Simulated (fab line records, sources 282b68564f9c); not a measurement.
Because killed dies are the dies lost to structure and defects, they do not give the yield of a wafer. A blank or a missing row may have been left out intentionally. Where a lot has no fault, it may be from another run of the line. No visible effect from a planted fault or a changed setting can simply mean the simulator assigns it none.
Split-lot trial ; flow rit cmos ; 5 lots, 23 wafers read, on a route of 202 steps

ABOUT THE SPLIT
At RIT_PLDD_IMPLANT_08, the setting dose cm2 was moved away from the recipe's 9e+14 on 9 of the 23 wafers read, by -4.8% to +6.6%. This setting was run at the recipe's value on the other wafers.

FROM THE SPLIT TO THE READING: what the file shows between them, 4 steps
- RIT_NSD_IMPLANT_08 (also split here: dose cm2)
- RIT_SDANNEAL_RTA_03: time 5 s (also split here: time s)
- RIT_SDANNEAL_RS_MEAS_04: measures by four-point-probe
- RIT_SDANNEAL_RS_MEAS_05: measures by four-point-probe

THE READING
PLDD_RS (ohm/sq), read at RIT_SDANNEAL_RS_MEAS_06 with a four-point probe. On this fab line, fault-free wafers typically give 178.9 ohm/sq with a standard deviation of 0.4 ohm/sq.

wafer;tool, chamber at the split;dose cm2 as run;against the recipe;PLDD_RS, ohm/sq;against lot-mates on the recipe
L074.1;implanter-01, 0;9e+14;recipe;179.2;-
L074.2;implanter-01, 0;9e+14;recipe;178.9;-
L074.3;implanter-01, 0;9e+14;recipe;179.0;-
L074.4;implanter-01, 0;9e+14;recipe;179.2;-
L074.6;implanter-01, 0;9e+14;recipe;179.3;-
L079.1;implanter-03, 0;9e+14;recipe;179.1;-
L079.2;implanter-03, 0;9e+14;recipe;178.9;-
L079.3;implanter-03, 0;9e+14;recipe;179.3;-
L080.1;implanter-03, 0;9e+14;recipe;179.4;-
L080.2;implanter-03, 0;9.592e+14;+6.6%;173.8;-5.5
L080.3;implanter-03, 0;9e+14;recipe;179.2;-
L080.4;implanter-03, 0;9.592e+14;+6.6%;173.9;-5.4
L080.6;implanter-03, 0;9.592e+14;+6.6%;173.5;-5.8
L081.2;implanter-01, 0;8.709e+14;-3.2%;180.7;+2.3
L081.3;implanter-01, 0;8.709e+14;-3.2%;182.2;+3.8
L081.4;implanter-01, 0;9e+14;recipe;178.7;-
L081.5;implanter-01, 0;8.709e+14;-3.2%;180.7;+2.3
L081.6;implanter-01, 0;9e+14;recipe;178.0;-
L082.1;implanter-01, 0;9e+14;recipe;178.9;-
L082.2;implanter-01, 0;8.568e+14;-4.8%;185.3;+6.5
L082.4;implanter-01, 0;8.568e+14;-4.8%;185.3;+6.5
L082.5;implanter-01, 0;9e+14;recipe;178.7;-
L082.6;implanter-01, 0;8.568e+14;-4.8%;182.9;+4.1

FIT RESULTS
A straight line over all 23 wafers: PLDD_RS changes by -0.885 ohm/sq for each +1% of dose cm2; r = -0.96; the points scatter about the line by 0.8 ohm/sq.
The same after taking each lot's own level away (the mean of its wafers on the recipe; 23 wafers): -0.95 ohm/sq for each +1%; r = -0.98; scatter 0.7 ohm/sq.
Per that fit: largest dose cm2 move, reading shift of 6.2 ohm/sq.
From 178.35 to 179.30 ohm/sq: that is the span of the lots' own levels, equal to 2.4 times the standard deviation above.
Consequently the slope shifts little with the lot-to-lot level, the two slopes agreeing.
Check: with one of the wafers moved furthest among these (+6.6%) left out of the fit, the line predicts -6.21 ohm/sq for it against its lot-mates. It came out at -5.5 ohm/sq against them.

ADDITIONAL SPLITS CARRIED BY THESE WAFERS
Note: prior to the reading, these wafers also went through further splits. Each is held against what the fit with the lots' levels taken away leaves over:
other split on the same wafers;wafers away from the commonest value;r with PLDD_RS (lot level and that fit taken away)
RIT_ACTIVE_CVD_03 time s;18;+0.34
RIT_ACTIVE_ETCH_13 over etch frac;9;+0.12
RIT_PWELL_COAT_01 resist thk nm;8;-0.28
RIT_NRETRO_IMPLANT_08 energy kev;9;+0.27
RIT_GATE_EXPOSE_13 dose mj;9;-0.22
RIT_GATE_DEVELOP_15 develop time s;8;+0.05
RIT_NSD_IMPLANT_08 dose cm2;7;-0.02
RIT_SDANNEAL_RTA_03 time s;4;-0.87

FILE'S OWN FIT
PLDD_RS changes by -0.949 ohm/sq for each +1% of dose cm2, r = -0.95.
